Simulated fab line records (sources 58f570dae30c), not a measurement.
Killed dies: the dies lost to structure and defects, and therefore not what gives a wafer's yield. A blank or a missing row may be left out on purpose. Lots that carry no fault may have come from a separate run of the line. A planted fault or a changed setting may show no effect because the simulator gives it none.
The tool behind it: which one? :: flow berkeleyCmos170 :: Sampling: 16 lots, 48 wafers, 4 of 331 route steps

## WHAT THE GAUGES READ, wafer by wafer
UCB170_PVT_TW_MEAS_09.
lot: L577
measured: day 5 06:37
on: filmMetro-01
PVT_TW: 494 495 496

lot: L578
measured: day 5 14:49
on: filmMetro-02
PVT_TW: 507 505 506

lot: L580
measured: day 6 04:47
on: filmMetro-01
PVT_TW: 498 497 497

lot: L579
measured: day 6 05:01
on: filmMetro-01
PVT_TW: 498 496 498

lot: L583
measured: day 6 07:43
on: filmMetro-01
PVT_TW: 501 500 498

lot: L582
measured: day 6 07:50
on: filmMetro-01
PVT_TW: 498 496 497

lot: L581
measured: day 6 08:01
on: filmMetro-02
PVT_TW: 506 506 506

lot: L584
measured: day 6 16:37
on: filmMetro-01
PVT_TW: 499 497 498

lot: L586
measured: day 7 10:21
on: filmMetro-04
PVT_TW: 507 505 503

lot: L587
measured: day 7 10:36
on: filmMetro-04
PVT_TW: 508 507 510

lot: L591
measured: day 8 10:01
on: filmMetro-04
PVT_TW: 507 507 506

lot: L590
measured: day 8 10:05
on: filmMetro-01
PVT_TW: 500 498 495

lot: L592
measured: day 8 10:22
on: filmMetro-01
PVT_TW: 496 495 494

lot: L593
measured: day 8 17:40
on: filmMetro-02
PVT_TW: 505 507 509

lot: L599
measured: day 10 03:03
on: filmMetro-01
PVT_TW: 497 493 492

lot: L600
measured: day 10 03:40
on: filmMetro-01
PVT_TW: 496 494 497

UCB170_NLDD_OVL_MEAS_07.
lot: L577
measured: day 5 20:02
on: overlay-02
NLDD_OVL (nm): -7 0 -8

lot: L578
measured: day 6 08:00
on: overlay-02
NLDD_OVL (nm): 1 -7 4

lot: L580
measured: day 6 21:08
on: overlay-02
NLDD_OVL (nm): -3 -2 -1

lot: L579
measured: day 6 20:53
on: overlay-02
NLDD_OVL (nm): 7 -1 4

lot: L583
measured: day 6 21:23
on: overlay-01
NLDD_OVL (nm): -11 -7 -11

lot: L582
measured: day 6 22:50
on: overlay-01
NLDD_OVL (nm): -3 0 -2

lot: L581
measured: day 6 21:37
on: overlay-02
NLDD_OVL (nm): 5 3 0

lot: L584
measured: day 7 08:27
on: overlay-02
NLDD_OVL (nm): 6 6 6

lot: L586
measured: day 7 22:04
on: overlay-01
NLDD_OVL (nm): -5 -5 1

lot: L587
measured: day 7 22:19
on: overlay-01
NLDD_OVL (nm): 8 2 7

lot: L591
measured: day 8 22:52
on: overlay-02
NLDD_OVL (nm): 328 324 327

lot: L590
measured: day 8 23:15
on: overlay-02
NLDD_OVL (nm): 313 313 309

lot: L592
measured: day 8 22:59
on: overlay-01
NLDD_OVL (nm): 328 326 325

lot: L593
measured: day 9 11:12
on: overlay-02
NLDD_OVL (nm): 310 317 313

lot: L599
measured: day 10 18:23
on: overlay-01
NLDD_OVL (nm): 2 0 2

lot: L600
measured: day 10 18:48
on: overlay-01
NLDD_OVL (nm): -5 -7 -3

## EACH LOT AND THE TOOL THAT RAN IT (in order: tool; ch and the chambers of the sampled wafers; start)
lot: L577
UCB170_GATE_ETCH_14: rieDiel-02 ch 0,2,3, day 5 16:11
UCB170_NLDD_EXPOSE_03: krfScanner-02 ch 0, day 5 19:10

lot: L578
UCB170_GATE_ETCH_14: rieDiel-02 ch 0,2,3, day 6 02:13
UCB170_NLDD_EXPOSE_03: krfScanner-02 ch 0, day 6 07:23

lot: L580
UCB170_GATE_ETCH_14: rieDiel-04 ch 1,2,3, day 6 15:23
UCB170_NLDD_EXPOSE_03: krfScanner-02 ch 0, day 6 20:34

lot: L579
UCB170_GATE_ETCH_14: rieDiel-02 ch 1,2, day 6 15:16
UCB170_NLDD_EXPOSE_03: krfScanner-01 ch 0, day 6 20:20

lot: L583
UCB170_GATE_ETCH_14: rieDiel-02 ch 0,1, day 6 17:32
UCB170_NLDD_EXPOSE_03: krfScanner-02 ch 0, day 6 20:40

lot: L582
UCB170_GATE_ETCH_14: rieDiel-04 ch 0,2,3, day 6 17:49
UCB170_NLDD_EXPOSE_03: krfScanner-02 ch 0, day 6 22:20

lot: L581
UCB170_GATE_ETCH_14: rieDiel-03 ch 0,2,3, day 6 17:37
UCB170_NLDD_EXPOSE_03: krfScanner-01 ch 0, day 6 20:55

lot: L584
UCB170_GATE_ETCH_14: rieDiel-02 ch 0,1, day 7 02:58
UCB170_NLDD_EXPOSE_03: krfScanner-01 ch 0, day 7 07:48

lot: L586
UCB170_GATE_ETCH_14: rieDiel-02 ch 0,2,3, day 7 18:35
UCB170_NLDD_EXPOSE_03: krfScanner-02 ch 0, day 7 21:34

lot: L587
UCB170_GATE_ETCH_14: rieDiel-03 ch 0,1,3, day 7 18:42
UCB170_NLDD_EXPOSE_03: krfScanner-01 ch 0, day 7 21:48

lot: L591
UCB170_GATE_ETCH_14: rieDiel-03 ch 0,1,2, day 8 19:24
UCB170_NLDD_EXPOSE_03: krfScanner-02 ch 0, day 8 22:19

lot: L590
UCB170_GATE_ETCH_14: rieDiel-02 ch 0,2, day 8 19:44
UCB170_NLDD_EXPOSE_03: krfScanner-02 ch 0, day 8 22:44

lot: L592
UCB170_GATE_ETCH_14: rieDiel-04 ch 0,2, day 8 19:37
UCB170_NLDD_EXPOSE_03: krfScanner-02 ch 0, day 8 22:24

lot: L593
UCB170_GATE_ETCH_14: rieDiel-04 ch 0,1,3, day 9 07:33
UCB170_NLDD_EXPOSE_03: krfScanner-02 ch 0, day 9 10:44

lot: L599
UCB170_GATE_ETCH_14: rieDiel-04 ch 0,1,3, day 10 15:08
UCB170_NLDD_EXPOSE_03: krfScanner-01 ch 0, day 10 17:55

lot: L600
UCB170_GATE_ETCH_14: rieDiel-02 ch 0,2, day 10 15:23
UCB170_NLDD_EXPOSE_03: krfScanner-01 ch 0, day 10 18:07
- UCB170_GATE_ETCH_14: etches BARC in N2/H2.
- UCB170_NLDD_EXPOSE_03: exposes mask NSELECT, target cd 1200 nm.

## WHAT THE TOOLS THEMSELVES READ (means of the sampled wafers that have a number; where no wafer has one, the mark that the record gives instead)
UCB170_GATE_ETCH_14.
lot: L577
tool: rieDiel-02
drypumpMotorCurrentA (A): 5.8
oesProductAu (a.u.): 1.004
throttleValvePct (%): 13.23

lot: L578
tool: rieDiel-02
drypumpMotorCurrentA (A): 5.8
oesProductAu (a.u.): 1.002
throttleValvePct (%): 13.23

lot: L580
tool: rieDiel-04
drypumpMotorCurrentA (A): 5.3
oesProductAu (a.u.): 1.004
throttleValvePct (%): 13.44

lot: L579
tool: rieDiel-02
drypumpMotorCurrentA (A): 6.2
oesProductAu (a.u.): 0.972
throttleValvePct (%): 13.17

lot: L583
tool: rieDiel-02
drypumpMotorCurrentA (A): 5.1
oesProductAu (a.u.): 0.984
throttleValvePct (%): 13.31

lot: L582
tool: rieDiel-04
drypumpMotorCurrentA (A): 5.3
oesProductAu (a.u.): 0.995
throttleValvePct (%): 13.37

lot: L581
tool: rieDiel-03
drypumpMotorCurrentA (A): 6.1
oesProductAu (a.u.): 1.003
throttleValvePct (%): 13.47

lot: L584
tool: rieDiel-02
drypumpMotorCurrentA (A): 5.1
oesProductAu (a.u.): 0.988
throttleValvePct (%): 13.31

lot: L586
tool: rieDiel-02
drypumpMotorCurrentA (A): 5.8
oesProductAu (a.u.): 1.011
throttleValvePct (%): 13.23

lot: L587
tool: rieDiel-03
drypumpMotorCurrentA (A): 5.8
oesProductAu (a.u.): 0.992
throttleValvePct (%): 13.37

lot: L591
tool: rieDiel-03
drypumpMotorCurrentA (A): 6.1
oesProductAu (a.u.): 0.989
throttleValvePct (%): 13.47

lot: L590
tool: rieDiel-02
drypumpMotorCurrentA (A): 5.6
oesProductAu (a.u.): 1.006
throttleValvePct (%): 13.18

lot: L592
tool: rieDiel-04
drypumpMotorCurrentA (A): 5.3
oesProductAu (a.u.): 0.990
throttleValvePct (%): 13.42

lot: L593
tool: rieDiel-04
drypumpMotorCurrentA (A): 5.2
oesProductAu (a.u.): 1.014
throttleValvePct (%): 13.38

lot: L599
tool: rieDiel-04
drypumpMotorCurrentA (A): 5.1
oesProductAu (a.u.): 1.008
throttleValvePct (%): 13.38

lot: L600
tool: rieDiel-02
drypumpMotorCurrentA (A): 6.2
oesProductAu (a.u.): 0.992
throttleValvePct (%): 13.13

## THE ANSWER, worked out from the rows above alone
Rule: usual is defined by the lots themselves. The widest of any qualifying gaps counts: lots, ordered by their means at a reading, are off when they make up no more than a third of the lots, leave a main group of 4 or more, and stand apart from it by 3 or more times the standard deviation of that group's means. The tables above print the reading to a certain number of digits; a main group whose means all agree to those digits is not used. A lot without any number at a reading at which 4 lots or more have one is off too. Where the step has rows for the other lots, those lots are counted as sound. After the gauges, taken in route order, come the tools' own readings; for these a lot's mean is taken, as printed above. At the first step where some lot is off, the reading lying furthest off is the one used; lots without a number count as furthest.
Off: L591, L590, L592, L593, seen at UCB170_NLDD_OVL_MEAS_07 (NLDD_OVL). The main group: mean -1 nm, standard deviation 4.5.
A tool fits if, at a process step before that reading, it ran every lot that is off, and no sound lot after the first of them. Gauges at UCB170_NLDD_OVL_MEAS_07: tried the same way as those tools. One fits: UCB170_NLDD_EXPOSE_03 on krfScanner-02. Its last sound lot is L586 (day 7 21:34), its first lot that is off L591 (day 8 22:19): a fault that began between those two fits.

## WHAT THE SIMULATOR HAD INSERTED
Scanner matching overlay: krfScanner-02, from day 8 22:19 on, at UCB170_NLDD_EXPOSE_03. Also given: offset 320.
Struck lots among those shown: L591, L590, L592, L593. The rule above reached the same finding.
